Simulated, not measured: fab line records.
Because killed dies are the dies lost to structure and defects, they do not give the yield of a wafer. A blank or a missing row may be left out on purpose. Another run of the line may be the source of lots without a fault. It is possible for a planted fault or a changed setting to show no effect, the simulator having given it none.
Code-filled problem report in 8D (eight disciplines) form ; flow berkeley cmos170 ; the parts of the form that need people (team, actions taken, sign-off) are left out

== 1. WHAT WENT WRONG ==
Wafers without a fault read 20.99 C, standard deviation 0.11; developer temp C at UCB170_ACTIVE_DEVELOP_12 reads a mean of 21.84 C on 6 wafers belonging to 2 lots. That puts it +7.8 standard deviations away from the usual mean.
The step: develop time 45 s.
The first sign was on wafer L145.2 at day 7 04:00, on litho track-04. At this step, 42 wafers from 14 lots have a number in the record. By rule, "out" or "out of limits" means more than 4 standard deviations away from the usual mean. The rest of the wafers with a number are treated as sound.

== 2. WHAT THIS IS AND IS NOT ==
question;is;is not
which readings at this step;developer temp C;-
which lots;L144, L145;L129, L130, L131, L132, L133, L134, L135, L139, L146, L147, L150, L152
which wafers of those lots;all that have a number;-
read on which tools;litho track-04;litho track-01, litho track-03
when;from day 7 04:00;"up to then (24 sound wafers); but 12 sound wafers of L146, L147, L150, L152 came after"

== 3. WHAT RULES OUT EACH SUSPECT ==
Counting: a tool at a process step up to the reading stays a suspect if it ran every lot that is out and no sound lot after the first of them.
- litho track-04 at UCB170_ACTIVE_DEVELOP_12 (develop time 45 s): kept. All lots that are out passed through it, beginning with L145 at day 7 04:00, and no sound lot followed; its final sound lot before that point was L135 at day 5 01:00. On those wafers its own readings are out: developer temp C.
The count leaves litho track-04 at UCB170_ACTIVE_DEVELOP_12.

== 4. THE CAUSE (what the simulator had put in) ==
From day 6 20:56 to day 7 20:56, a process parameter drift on litho track-04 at UCB170_ACTIVE_DEVELOP_12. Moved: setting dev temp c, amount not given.
Only this tool survived the counting.

== 5. THE EFFECT CHAIN, in route order ==
One row per reading whose mean, taken over the struck wafers that have a number, lies over 3 standard deviations from the usual. Readings are gone through only where the record gives a usual standard deviation; hours: the median, over the lots, of the time from a lot's start at the first step in this table giving one to that lot's start at this step; sigmas: the change measured in usual standard deviations.
hours;step;reading;usual;on struck wafers;change;sigmas
0;UCB170_ACTIVE_DEVELOP_12;developer temp C;20.99 C;21.84;+0.86;+7.8
Here are the process steps it includes:
- UCB170_ACTIVE_DEVELOP_12: develop time 45 s.

== 6. HOW IT WOULD HAVE BEEN CAUGHT EARLIER ==
In this record no reading fell out of limits until day 7 04:00, 7 hours after the fault had begun at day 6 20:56.
